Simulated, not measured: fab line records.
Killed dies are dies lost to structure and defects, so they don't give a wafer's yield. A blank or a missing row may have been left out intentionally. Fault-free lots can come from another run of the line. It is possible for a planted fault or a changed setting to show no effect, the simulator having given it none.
A lot that was struck, set against a sound lot || flow rit-cmos || 14 steps out of a route of 202
Sound: the wafers L628.1, L628.4, L628.6. Struck: wafer L644.1. The cause is named last.
Each step with rows lists, per side, the tool, then ch with its chambers, then its first start. Under that, the readings that differ: sound wafers || struck wafers || difference of the means || sigmas: that difference in standard deviations of wafers without a fault.
alike: a reading whose means differ by less than 2 such deviations, as well as words and numbers matching on both sides. not compared: withheld readings; readings where some wafer has no value; bounds like >300 that might hide an equal value; numbers whose values overlap and for which the record gives no deviation.
The two part at a step that has a row with sigmas, a row that says differs or no value, or rows on one side only. Numbers that don't overlap but have no deviation are shown without sigmas and don't part them. Lack of a reading on every wafer of one side parts them only where that side has two or more wafers.

RIT_SILICIDE_RTA_06: time 9.691 s, ramp up 5 s, ramp down 10 s.
  sound on rtp-anneal-01 ch 0, day 3 09:46; struck on rtp-anneal-01 ch 0, day 6 16:15
  alike: anneal-temp-c-max, wafer_temp_C_max
RIT_CONTACT_CVD_00: deposits SiO2 from TEOS, target thk 400 nm, time 61 s.
  sound on pecvd-04 ch 0,1,2, day 3 09:55; struck on pecvd-02 ch 0, day 6 16:19
  alike: heater-power-w, susceptor-temp-C
RIT_CONTACT_THK_MEAS_01:
  struck on film-metro-03, day 6 16:22; sound on film-metro-02, day 3 09:58
  alike: CONTACT_TEOS_THK
then, 6 steps without rows for these wafers: RIT_CONTACT_HMDS_02 (prime time 60 s); RIT_CONTACT_COAT_03 (resist thk 1000 nm); RIT_CONTACT_SOFTBAKE_04 (time 60 s); RIT_CONTACT_EXPOSE_05 (exposes mask M11, target cd 1000 nm); RIT_CONTACT_PEB_06; RIT_CONTACT_DEVELOP_07 (develop time 120 s).
RIT_CONTACT_CD_MEAS_08 targets a cd of 1000 nm.
  struck on cd-sem-02, day 6 17:23; sound on cd-sem-01, day 3 10:59
  alike: cd-nm
RIT_CONTACT_OVL_MEAS_09:
  struck on overlay-02, day 6 17:31; sound on overlay-02, day 3 11:06
  alike: CONTACT_OVL
then, 1 step without rows for these wafers: RIT_CONTACT_HARDBAKE_10 (time 60 s).
RIT_CONTACT_ETCH_11: etches SiO2 in CHF3/CF4/Ar, stops on TiSi2, target depth 480 nm, time 320 s.
  sound on rie-diel-03 ch 0,1,3, day 3 11:17; struck on rie-diel-03 ch 0, day 6 17:42
{"reading": "model.CONTACT.feature-depth-nm (nm)", "sound": "394.5 399.8 402.6", "struck": 335.2, "difference": -63.8, "sigmas": ""}
{"reading": "model.etch.depth-nm (nm)", "sound": "394.5 399.8 402.6", "struck": 335.2, "difference": -63.8, "sigmas": ""}
{"reading": "model.NOVOLAK_of_CONTACT_COAT_03.thk-nm (nm)", "sound": "765.4 764.3 766.1", "struck": 805.2, "difference": "+39.9", "sigmas": ""}
  alike: CHF3_flow_sccm, drypump-motor-current-A, mfc-ar-sccm, oes-product-au, throttle-valve-pct
  not compared: rf-hours-counter-h
RIT_CONTACT_STRIP_12: strips in O2, time 180 s.
  sound on plasma-asher-03 ch 0,1, day 3 11:29; struck on plasma-asher-02 ch 0, day 6 17:53
  alike: drypump-motor-current-A
  not compared: rf-hours-counter-h

## WHERE THEY PART
Nowhere in this record.

WHY: what had been put in by the simulator
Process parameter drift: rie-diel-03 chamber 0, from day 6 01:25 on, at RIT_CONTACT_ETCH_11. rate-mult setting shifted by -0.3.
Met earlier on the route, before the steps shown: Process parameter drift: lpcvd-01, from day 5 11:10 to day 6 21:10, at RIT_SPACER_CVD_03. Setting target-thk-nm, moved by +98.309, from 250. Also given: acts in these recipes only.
